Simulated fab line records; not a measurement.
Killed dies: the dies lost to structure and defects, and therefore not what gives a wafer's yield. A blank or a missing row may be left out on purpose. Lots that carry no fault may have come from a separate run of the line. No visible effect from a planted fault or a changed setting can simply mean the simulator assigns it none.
A lot that was struck, set against a sound lot ; flow rit-cmos ; 43 out of 202 route steps
Sound: these wafers, L552.1, L552.3, L552.6. Struck: wafers L560.3, L560.6 (left out: L560.4, a lot-mate that was not struck); the cause follows at the end.
Order at every step that has rows: each side's tool, ch and its chambers, its first start. Under that, the readings that differ: sound wafers ; struck wafers ; difference of the means ; sigmas: that difference in standard deviations of wafers without a fault.
alike: same words and numbers on both sides, and readings whose means sit less than 2 such deviations apart. not compared: any withheld reading, any reading some wafer has no value for, any bound like >300 that may hide the same value, and any number with overlapping values for which the record gives no deviation.
The two part at a step that has a row with sigmas, a row that says differs or no value, or rows on one side only. When numbers do not overlap yet have no deviation, they are printed without sigmas and do not part them. Lack of a reading on every wafer of one side parts them only where that side has two or more wafers.

first, 1 step without rows for these wafers: RIT_WELLDRIVE_ANNEAL_00 (time 14700 s).
RIT_WELLDRIVE_RS_MEAS_01: uses a four-point probe to measure.
  struck on film-metro-03, day 5 14:11; sound on film-metro-03, day 3 22:11
  alike: NWELL_RS
RIT_WELLDRIVE_RS_MEAS_02: uses a four-point probe to measure.
  struck on film-metro-03, day 5 14:19; sound on film-metro-03, day 3 22:18
  alike: PWELL_RS
then, 6 steps without rows for these wafers: RIT_NRETRO_HMDS_00 (prime time 60 s); RIT_NRETRO_COAT_01 (resist thk 1300 nm); RIT_NRETRO_SOFTBAKE_02 (time 60 s); RIT_NRETRO_EXPOSE_03 (exposes mask M4, target cd 43900 nm); RIT_NRETRO_PEB_04; RIT_NRETRO_DEVELOP_05 (develop time 68 s).
RIT_NRETRO_OVL_MEAS_06:
  struck on overlay-01, day 5 15:25; sound on overlay-02, day 3 23:26
  alike: NRETRO_OVL
then, 2 steps without rows for these wafers: RIT_NRETRO_HARDBAKE_07 (time 120 s); RIT_NRETRO_IMPLANT_08.
RIT_NRETRO_STRIP_09: strips in O2, time 180 s.
  sound on plasma-asher-02 ch 1, day 3 23:52; struck on plasma-asher-03 ch 0, day 5 15:53
  alike: drypump-motor-current-A
  not compared: rf-hours-counter-h
RIT_NRETRO_TW_MEAS_10:
  struck on film-metro-01, day 5 16:01; sound on film-metro-02, day 4 00:02
  alike: NRETRO_TW
then, 6 steps without rows for these wafers: RIT_PRETRO_HMDS_00 (prime time 60 s); RIT_PRETRO_COAT_01 (resist thk 1300 nm); RIT_PRETRO_SOFTBAKE_02 (time 60 s); RIT_PRETRO_EXPOSE_03 (exposes mask M5, target cd 43700 nm); RIT_PRETRO_PEB_04; RIT_PRETRO_DEVELOP_05 (develop time 68 s).
RIT_PRETRO_OVL_MEAS_06:
  struck on overlay-02, day 5 17:05; sound on overlay-02, day 4 00:59
  alike: PRETRO_OVL
then, 2 steps without rows for these wafers: RIT_PRETRO_HARDBAKE_07 (time 120 s); RIT_PRETRO_IMPLANT_08.
RIT_PRETRO_STRIP_09: strips in O2, time 180 s.
  sound on plasma-asher-02 ch 0,1, day 4 01:25; struck on plasma-asher-02 ch 0,1, day 5 17:34
  alike: drypump-motor-current-A
  not compared: rf-hours-counter-h
RIT_PRETRO_TW_MEAS_10:
  struck on film-metro-02, day 5 17:42; sound on film-metro-02, day 4 01:35
  alike: PRETRO_TW
then, 5 steps without rows for these wafers: RIT_GATE_WET_ETCH_00 (etches SiO2 in BOE, target depth 56 nm, time 60 s); RIT_GATE_CLEAN_01 (cleans in SC1, time 600 s); RIT_GATE_CLEAN_02 (cleans in dHF, time 30 s); RIT_GATE_CLEAN_03 (cleans in SC2, time 600 s); RIT_GATE_CLEAN_04 (cleans in dHF, time 60 s).
RIT_FOX2_THK_MEAS_91:
  struck on film-metro-01, day 5 18:11; sound on film-metro-03, day 4 02:05
reading;sound;struck;difference;sigmas
FIELD_OXIDE_LEFT_2_THK (nm);255 252 251;238 242;-13;-2
then, 2 steps without rows for these wafers: RIT_GATE_OXIDATION_05 (target thk 3 nm, ox time 270 s); RIT_GATE_ANNEAL_06 (time 600 s).
RIT_GATE_THK_MEAS_07:
  struck on film-metro-03, day 5 21:04; sound on film-metro-03, day 4 09:40
  alike: GATE_OXIDE_THK
then, 1 step without rows for these wafers: RIT_GATE_CVD_08 (deposits poly-Si from SiH4, target thk 250 nm, time 2220 s).
RIT_GATE_THK_MEAS_09:
  struck on film-metro-02, day 5 22:44; sound on film-metro-03, day 4 11:21
  alike: GATE_POLY_THK
then, 6 steps without rows for these wafers: RIT_GATE_HMDS_10 (prime time 60 s); RIT_GATE_COAT_11 (resist thk 850 nm); RIT_GATE_SOFTBAKE_12 (time 60 s); RIT_GATE_EXPOSE_13 (exposes mask M6, target cd 150 nm); RIT_GATE_PEB_14; RIT_GATE_DEVELOP_15 (develop time 50 s).
RIT_M1_PROBE_99:
  struck on prober-02, day 6 20:59; sound on prober-01, day 5 10:57
reading;sound;struck;difference;sigmas
killed-at-front-end;7 8 8;25 22;+16;+6
killed-dies;7 8 8;25 22;+16;+6
killed-on-rim;0 4 3;11 11;+9;+6
killed-short;3 5 5;1 0;-4;-2
  alike: killed-at-contacts, killed-open

WHERE THEY PART
Last at RIT_M1_PROBE_99 as far as this record goes, first at RIT_FOX2_THK_MEAS_91.

WHY: what had been put in by the simulator
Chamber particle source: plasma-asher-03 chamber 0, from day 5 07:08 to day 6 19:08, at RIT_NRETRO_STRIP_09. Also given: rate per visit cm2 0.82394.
